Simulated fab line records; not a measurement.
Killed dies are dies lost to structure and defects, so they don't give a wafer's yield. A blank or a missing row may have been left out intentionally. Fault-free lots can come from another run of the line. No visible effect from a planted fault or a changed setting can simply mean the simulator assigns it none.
fab line records	flow ritCmos
record lots=14	wafers=42	lastDay=7
route steps=202 shown M1@196
lots with no fault: from the same line, run without faults
startH: the number of hours between the record's first day and the start of the first shown wafer of the lot	waitH: how many hours have passed since the lot's step before this one	" the same as in the row above	L1.1+2: several wafers, shown together as one row	- value missing, or start not given	* or withheld: withheld	< > ~ a bound
route shown NAME@n: a module of which the file shows steps, and the number in the route of the first	usual: mean and standard deviation over wafers with no fault	same: alike in all rows	chamber/n: place in a boat	sites: readings site by site	_std_site: how widely they spread, as a standard deviation	_edge_site: mean of outer sites minus mean of inner sites	radiusMm: how far each site lies from the wafer's centre	mask NAME#n: copy n	behind: the tool/chamber that last shaped the wafer	hold: why the lot was held/for how many hours/how that ended	device: whichever transistor did not switch (one of n, p or np)	end of line: the same wafers' tests at the end of the route	step lacking rows: just its recipe	killed: count of dies lost to structure and defects at first sort (not the wafer's yield)	map: dies across one wafer; x = killed, . = not, _ = none there
set.NAME: the setting the step ran with; set.NAME@STEP: the setting that earlier step ran with	model.NAME: the simulator's own value behind a step, which no gauge read
one table for each step of the route and one row for each wafer, over a sample of lots
services: from which hour (startH, from the record's first day; less than 0 if before it) a tool's chamber was out of use, for how many hours, and why
## steps
# step RIT_M1_METAL_ETCH_12
# recipe stopOn=SiO2	chemistry=Cl2/BCl3	target=Al	timeS=165	overEtchFrac=0.5	pressureMtorr=100	targetDepthA=6000	rfW=250	Cl2_flow_sccm=60	bcl3FlowSccm=50
# usual chamberPressureMTorr=100.00/0.087	drypumpMotorCurrentA=5.5/0.54	oesProductAu=0.772/0.011	runLengthS=193.9/0.99	throttleValvePct=8.30/0.15
lot.wafer	tool	chamber	startH	waitH	chamberPressureMTorr	drypumpMotorCurrentA	oesProductAu	rfHoursCounterH	runLengthS	throttleValvePct
L934.1	rieMetal-01	1	62.89	0.2	100.12	4.8	0.766	1	193.4	8.52
L934.2	"	0	"	"	100.12	5.2	0.780	1	193.9	8.32
L934.4	"	0	"	"	100.10	5.2	0.771	-	193.8	8.30
L935.2	rieMetal-03	1	68.20	0.2	99.91	5.8	0.766	37	193.5	8.32
L935.4	"	0	"	"	100.04	5.7	0.784	-	193.3	8.11
L935.6	"	1	"	"	100.06	5.8	0.776	-	193.3	8.33
L938.2	rieMetal-03	1	86.26	0.2	99.98	5.8	0.778	37	193.1	8.33
L938.3	"	0	"	"	100.08	5.7	0.784	-	193.3	8.12
L938.6	"	1	"	"	99.93	5.8	0.776	-	193.0	8.32
L939.3	rieMetal-01	1	86.73	0.2	99.98	4.8	0.767	-	194.0	8.51
L939.4	"	0	"	"	99.91	5.1	0.780	-	193.8	8.33
L939.5	"	1	"	"	99.96	4.8	0.766	-	193.7	8.50
L940.1	rieMetal-02	1	89.88	0.2	99.98	6.1	0.763	4	196.7	8.07
L940.4	"	0	"	"	100.19	6.5	0.757	-	196.3	8.27
L940.5	"	0	"	"	99.87	6.4	0.758	-	196.0	8.27
L941.1	rieMetal-03	1	100.68	0.2	99.82	5.8	0.778	37	193.0	8.34
L941.2	"	0	"	"	100.11	5.7	0.786	34	193.7	8.12
L941.5	"	1	"	"	99.98	5.8	0.772	-	193.6	8.31
L942.1	rieMetal-01	0	102.67	0.2	100.06	5.1	0.776	1	193.8	8.30
L942.5	"	1	"	"	99.93	4.8	0.755	-	193.7	8.50
L942.6	"	0	"	"	99.90	5.2	0.765	-	193.7	8.31
L944.1	rieMetal-03	0	111.29	0.2	100.18	5.7	0.779	34	193.8	8.13
L944.2	"	1	"	"	99.81	5.8	0.758	37	193.0	8.32
L944.3	"	1	"	"	99.94	5.8	0.760	-	193.4	8.33
L945.2	rieMetal-01	1	121.09	0.2	100.08	4.8	0.770	1	193.6	8.50
L945.5	"	0	"	"	99.96	5.1	0.769	-	193.6	8.30
L945.6	"	1	"	"	100.14	4.8	0.767	-	194.3	8.51
L949.4	rieMetal-01	1	150.62	0.1	99.98	4.8	0.779	-	193.6	8.51
L949.5	"	0	"	"	100.06	5.2	0.785	-	193.7	8.31
L949.6	"	1	"	"	99.90	4.8	0.764	-	193.7	8.49
L950.2	rieMetal-01	0	152.63	0.2	99.91	5.2	0.764	2	193.7	8.31
L950.5	"	0	"	"	100.15	5.2	0.765	-	193.5	8.32
L950.6	"	1	"	"	100.06	4.8	0.751	-	193.7	8.51
L951.1	rieMetal-01	1	157.18	0.2	100.06	4.9	0.765	2	193.4	8.52
L951.3	"	1	"	"	99.89	4.8	0.758	-	193.4	8.51
L951.6	"	0	"	"	99.99	5.2	0.681	-	239.7	8.33
L952.1	rieMetal-03	0	162.89	0.2	100.01	5.7	0.798	0	193.6	8.11
L952.2	"	1	"	"	99.99	5.8	0.773	0	193.6	8.34
L952.4	"	0	"	"	99.89	5.7	0.788	-	193.7	8.11
L953.1	rieMetal-01	1	169.72	0.2	99.90	4.8	0.755	2	193.4	8.50
L953.3	"	0	"	"	100.01	5.2	0.683	-	239.7	8.34
L953.4	"	1	"	"	99.92	4.8	0.769	-	193.8	8.49
# step RIT_M1_PROBE_99
# usual defectLimitedYield=97.4/1.1	killedAtContacts=0.0/0.2	killedAtFrontEnd=7.0/2.8	killedDies=7.0/2.8	killedOpen=3.4/1.9	killedShort=3.6/2	sort_bin_3_pad_short=0.1/0.25	sort_bin_5_function=1.5/0.7	sort_bin_6_memory=1.0/0.64	sortNPass=257.0/2.8	sortYieldPct=97.4/1.1
# same grossDies=264	killed_at_M0_to_M3=0	killed_at_M4_up=0	killedAtBackSide=0	killedAtOther=0
lot.wafer	tool	chamber	startH	waitH	defectLimitedYield[%]	killedAtContacts	killedAtFrontEnd	killedDies	killedOpen	killedShort	sort_bin_3_pad_short[%]	sort_bin_5_function[%]	sort_bin_6_memory[%]	sortNPass	sortYieldPct[%]
L934.1	prober-01	-	65.16	0.1	97.3	0	7	7	5	2	0	1.9	0.8	257.0	97.3
L934.2	prober-01	-	65.21	0.1	98.5	0	4	4	1	3	0	1.1	0.4	260.0	98.5
L934.4	prober-01	-	65.31	0.2	98.1	0	5	5	2	3	0.4	1.1	0.4	259.0	98.1
L935.2	prober-01	-	70.52	0.1	99.2	0	2	2	1	1	0	0	0.8	262.0	99.2
L935.4	prober-01	-	70.62	0.2	97.7	0	6	6	4	2	0	0.4	1.9	258.0	97.7
L935.6	prober-01	-	70.72	0.2	99.2	0	2	2	1	1	0	0.4	0.4	262.0	99.2
L938.2	prober-02	-	88.56	0.1	96.6	0	9	9	3	6	0	2.7	0.8	255.0	96.6
L938.3	prober-02	-	88.61	0.2	98.9	0	3	3	0	3	0	0.8	0.4	261.0	98.9
L938.6	prober-02	-	88.76	0.2	98.5	0	4	4	3	1	0	1.1	0.4	260.0	98.5
L939.3	prober-01	-	90.11	0.2	96.2	0	10	10	4	6	0.4	1.1	2.3	254.0	96.2
L939.4	prober-01	-	90.16	0.2	97.0	0	8	8	2	6	0	2.3	0.8	256.0	97.0
L939.5	prober-01	-	90.21	0.2	98.5	0	4	4	3	1	0	0.4	1.1	260.0	98.5
L940.1	prober-02	-	92.18	0.1	97.0	0	8	8	4	4	0	2.3	0.8	256.0	97.0
L940.4	prober-02	-	92.33	0.2	98.5	0	4	4	3	1	0	0.8	0.8	260.0	98.5
L940.5	prober-02	-	92.38	0.2	98.1	0	5	5	1	4	0	1.1	0.8	259.0	98.1
L941.1	prober-01	-	102.96	0.1	98.1	0	5	5	3	2	0	1.5	0.4	259.0	98.1
L941.2	prober-01	-	103.01	0.1	98.9	0	3	3	0	3	0	1.1	0	261.0	98.9
L941.5	prober-01	-	103.16	0.2	99.2	0	2	2	0	2	0.4	0.4	0	262.0	99.2
L942.1	prober-02	-	104.92	0.1	99.6	0	1	1	1	0	0	0	0.4	263.0	99.6
L942.5	prober-02	-	105.12	0.2	95.8	0	11	11	6	5	0	3.0	1.1	253.0	95.8
L942.6	prober-02	-	105.17	0.2	97.0	0	8	8	4	4	0	1.5	1.5	256.0	97.0
L944.1	prober-02	-	113.72	0.1	98.1	0	5	5	1	4	0.4	0.8	0.8	259.0	98.1
L944.2	prober-02	-	113.77	0.1	96.2	0	10	10	4	6	0	1.9	1.9	254.0	96.2
L944.3	prober-02	-	113.82	0.2	98.5	0	4	4	2	2	0	0.8	0.8	260.0	98.5
L945.2	prober-01	-	123.41	0.1	96.6	0	9	9	2	7	0	1.5	1.9	255.0	96.6
L945.5	prober-01	-	123.56	0.2	97.0	0	8	8	6	2	0	1.9	1.1	256.0	97.0
L945.6	prober-01	-	123.61	0.2	96.2	0	10	10	5	5	0	1.9	1.9	254.0	96.2
L949.4	prober-01	-	152.97	0.2	96.6	0	9	9	1	8	0.8	1.9	0.8	255.0	96.6
L949.5	prober-01	-	153.02	0.2	95.8	0	11	11	5	6	0.4	1.9	1.9	253.0	95.8
L949.6	prober-01	-	153.07	0.2	97.0	0	8	8	5	3	0	1.5	1.5	256.0	97.0
L950.2	prober-02	-	154.94	0.1	98.5	0	4	4	3	1	0.4	0.8	0.4	260.0	98.5
L950.5	prober-02	-	155.09	0.2	98.1	0	5	5	3	2	0	1.1	0.8	259.0	98.1
L950.6	prober-02	-	155.14	0.2	97.3	0	7	7	2	5	0.8	1.1	0.8	257.0	97.3
L951.1	prober-01	-	159.44	0.1	97.3	1	6	7	3	4	0	0.8	1.9	257.0	97.3
L951.3	prober-01	-	159.54	0.2	97.0	0	8	8	4	4	0.8	1.9	0.4	256.0	97.0
L951.6	prober-01	-	159.69	0.2	98.1	0	5	5	2	3	0	1.1	0.8	259.0	98.1
L952.1	prober-02	-	165.14	0.1	96.2	0	10	10	5	5	0.4	1.9	1.5	254.0	96.2
L952.2	prober-02	-	165.19	0.1	95.8	0	11	11	6	5	0	2.3	1.9	253.0	95.8
L952.4	prober-02	-	165.29	0.2	96.6	0	9	9	1	8	0	1.1	2.3	255.0	96.6
L953.1	prober-01	-	171.97	0.1	97.3	0	7	7	4	3	0	1.5	1.1	257.0	97.3
L953.3	prober-01	-	172.07	0.2	97.3	0	7	7	5	2	0	1.1	1.5	257.0	97.3
L953.4	prober-01	-	172.12	0.2	98.1	0	5	5	3	2	0	1.1	0.8	259.0	98.1
# killed by level:class
L934.1 SPACER:geometricParticle:open=3 SPACER:geometricParticle:short=2 REOX:geometricParticle:open=1 SILICIDE:geometricParticle:open=1
L934.2 SPACER:geometricParticle:short=2 REOX:geometricParticle:short=1 SPACER:geometricParticle:open=1
L934.4 GATE:geometricParticle:open=2 SILICIDE:geometricParticle:short=2 FOX1:geometricParticle:short=1
L935.2 FOX1:geometricParticle:open=1 GATE:geometricParticle:short=1
L935.4 FOX2:geometricParticle:open=2 GATE:geometricParticle:open=2 GATE:geometricParticle:short=1 SILICIDE:geometricParticle:short=1
L935.6 FOX1:geometricParticle:short=1 SPACER:geometricParticle:open=1
L938.2 GATE:geometricParticle:short=2 REOX:geometricParticle:open=2 FOX2:geometricParticle:short=1 GATE:geometricParticle:open=1 SPACER:geometricParticle:short=1 SILICIDE:geometricParticle:short=1 STARTING-WAFER:geometricParticle:short=1
L938.3 FOX1:geometricParticle:short=2 GATE:geometricParticle:short=1
L938.6 FOX2:geometricParticle:open=1 GATE:geometricParticle:short=1 REOX:geometricParticle:open=1 SILICIDE:geometricParticle:open=1
L939.3 GATE:geometricParticle:short=5 GATE:geometricParticle:open=2 SPACER:geometricParticle:open=1 SPACER:geometricParticle:short=1 SILICIDE:geometricParticle:open=1
L939.4 GATE:geometricParticle:short=3 FOX2:geometricParticle:short=1 REOX:geometricParticle:open=1 SPACER:geometricParticle:short=1 SILICIDE:geometricParticle:open=1 SILICIDE:geometricParticle:short=1
L939.5 GATE:geometricParticle:open=2 GATE:geometricParticle:short=1 SILICIDE:geometricParticle:open=1
L940.1 GATE:geometricParticle:short=3 FOX1:geometricParticle:open=1 FOX1:geometricParticle:short=1 REOX:geometricParticle:open=1 SPACER:geometricParticle:open=1 SILICIDE:geometricParticle:open=1
L940.4 GATE:geometricParticle:open=1 SPACER:geometricParticle:open=1 SPACER:geometricParticle:short=1 SILICIDE:geometricParticle:open=1
L940.5 GATE:geometricParticle:short=3 GATE:geometricParticle:open=1 SILICIDE:geometricParticle:short=1
L941.1 FOX1:geometricParticle:open=1 FOX1:geometricParticle:short=1 FOX2:geometricParticle:open=1 SPACER:geometricParticle:open=1 SILICIDE:geometricParticle:short=1
L941.2 SPACER:geometricParticle:short=2 FOX1:geometricParticle:short=1
L941.5 FOX1:geometricParticle:short=1 REOX:geometricParticle:short=1
L942.1 GATE:geometricParticle:open=1
L942.5 GATE:geometricParticle:short=3 GATE:geometricParticle:open=2 SILICIDE:geometricParticle:open=2 FOX1:geometricParticle:short=1 FOX2:geometricParticle:open=1 REOX:geometricParticle:short=1 SPACER:geometricParticle:open=1
L942.6 SPACER:geometricParticle:open=3 GATE:geometricParticle:short=2 GATE:geometricParticle:open=1 REOX:geometricParticle:short=1 SPACER:geometricParticle:short=1
L944.1 GATE:geometricParticle:short=3 ACTIVE:geometricParticle:short=1 GATE:geometricParticle:open=1
L944.2 GATE:geometricParticle:open=4 REOX:geometricParticle:short=3 GATE:geometricParticle:short=2 FOX1:geometricParticle:short=1
L944.3 SILICIDE:geometricParticle:short=2 GATE:geometricParticle:open=1 SILICIDE:geometricParticle:open=1
L945.2 REOX:geometricParticle:short=3 GATE:geometricParticle:short=2 REOX:geometricParticle:open=2 FOX1:geometricParticle:short=1 SILICIDE:geometricParticle:short=1
L945.5 GATE:geometricParticle:open=4 REOX:geometricParticle:open=2 FOX1:geometricParticle:short=1 GATE:geometricParticle:short=1
L945.6 FOX1:geometricParticle:short=2 GATE:geometricParticle:open=2 GATE:geometricParticle:short=2 FOX1:geometricParticle:open=1 REOX:geometricParticle:short=1 REOX:geometricParticle:open=1 SPACER:geometricParticle:open=1
L949.4 GATE:geometricParticle:short=5 SPACER:geometricParticle:short=3 SPACER:geometricParticle:open=1
L949.5 GATE:geometricParticle:open=4 GATE:geometricParticle:short=3 SPACER:geometricParticle:short=2 REOX:geometricParticle:short=1 SILICIDE:geometricParticle:open=1
L949.6 GATE:geometricParticle:short=3 GATE:geometricParticle:open=3 FOX1:geometricParticle:open=1 REOX:geometricParticle:open=1
L950.2 SPACER:geometricParticle:open=2 FOX1:geometricParticle:short=1 FOX2:geometricParticle:open=1
L950.5 GATE:geometricParticle:open=2 FOX2:geometricParticle:open=1 FOX2:geometricParticle:short=1 SPACER:geometricParticle:short=1
L950.6 GATE:geometricParticle:short=2 FOX1:geometricParticle:open=1 FOX1:geometricParticle:short=1 REOX:geometricParticle:short=1 REOX:geometricParticle:open=1 SPACER:geometricParticle:short=1
L951.1 GATE:geometricParticle:short=2 GATE:geometricParticle:open=1 SPACER:geometricParticle:open=1 SILICIDE:geometricParticle:open=1 SILICIDE:geometricParticle:short=1 CONTACT:geometricParticle:short=1
L951.3 GATE:geometricParticle:short=3 GATE:geometricParticle:open=2 FOX2:geometricParticle:open=1 SPACER:geometricParticle:open=1 SILICIDE:geometricParticle:short=1
L951.6 ACTIVE:geometricParticle:short=1 FOX1:geometricParticle:open=1 GATE:geometricParticle:short=1 REOX:geometricParticle:short=1 SILICIDE:geometricParticle:open=1
L952.1 GATE:geometricParticle:open=4 REOX:geometricParticle:short=3 FOX1:geometricParticle:open=1 GATE:geometricParticle:short=1 SPACER:geometricParticle:short=1
L952.2 GATE:geometricParticle:open=5 GATE:geometricParticle:short=2 SILICIDE:geometricParticle:short=2 REOX:geometricParticle:short=1 REOX:geometricParticle:open=1
L952.4 SPACER:geometricParticle:short=3 GATE:geometricParticle:short=2 SILICIDE:geometricParticle:short=2 GATE:geometricParticle:open=1 REOX:geometricParticle:short=1
L953.1 GATE:geometricParticle:open=3 REOX:geometricParticle:short=2 FOX1:geometricParticle:short=1 SPACER:geometricParticle:open=1
L953.3 GATE:geometricParticle:open=2 SILICIDE:geometricParticle:open=2 FOX2:geometricParticle:open=1 GATE:geometricParticle:short=1 REOX:geometricParticle:short=1
L953.4 SILICIDE:geometricParticle:open=2 GATE:geometricParticle:short=1 REOX:geometricParticle:short=1 REOX:geometricParticle:open=1
## services
tool	chamber	startH	hours	kind
rieMetal-02	1	39.30	4.3	repair
rieMetal-03	-	104.26	0.8	repair
rieMetal-03	-	136.12	20.0	pm
rieMetal-03	0	136.12	20.0	ventCycle
rieMetal-03	1	136.12	20.0	ventCycle
rieMetal-02	-	147.33	28.1	pm
rieMetal-03	-	156.12	1.4	pm
rieMetal-03	0	156.12	-	clean
rieMetal-03	1	156.12	-	clean
## key
firstSign step=RIT_M1_METAL_ETCH_12	reading=runLengthS	direction=up	sigmas=46	usual=*	struck=*
effect step=RIT_M1_METAL_ETCH_12	reading=oesProductAu	direction=down	sigmas=8	usual=0.772	struck=0.682
metAt RIT_M1_METAL_ETCH_12
struckLots L951,L953
struckWafers L951.6,L953.3
onsetBetween 152.63 157.18
fault kind=processParameterDrift	tool=rieMetal-01	chamber=0	onsetH=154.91	steps=RIT_M1_METAL_ETCH_12	channel=timeS	offset=*	shape=step	endH=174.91	stated=*
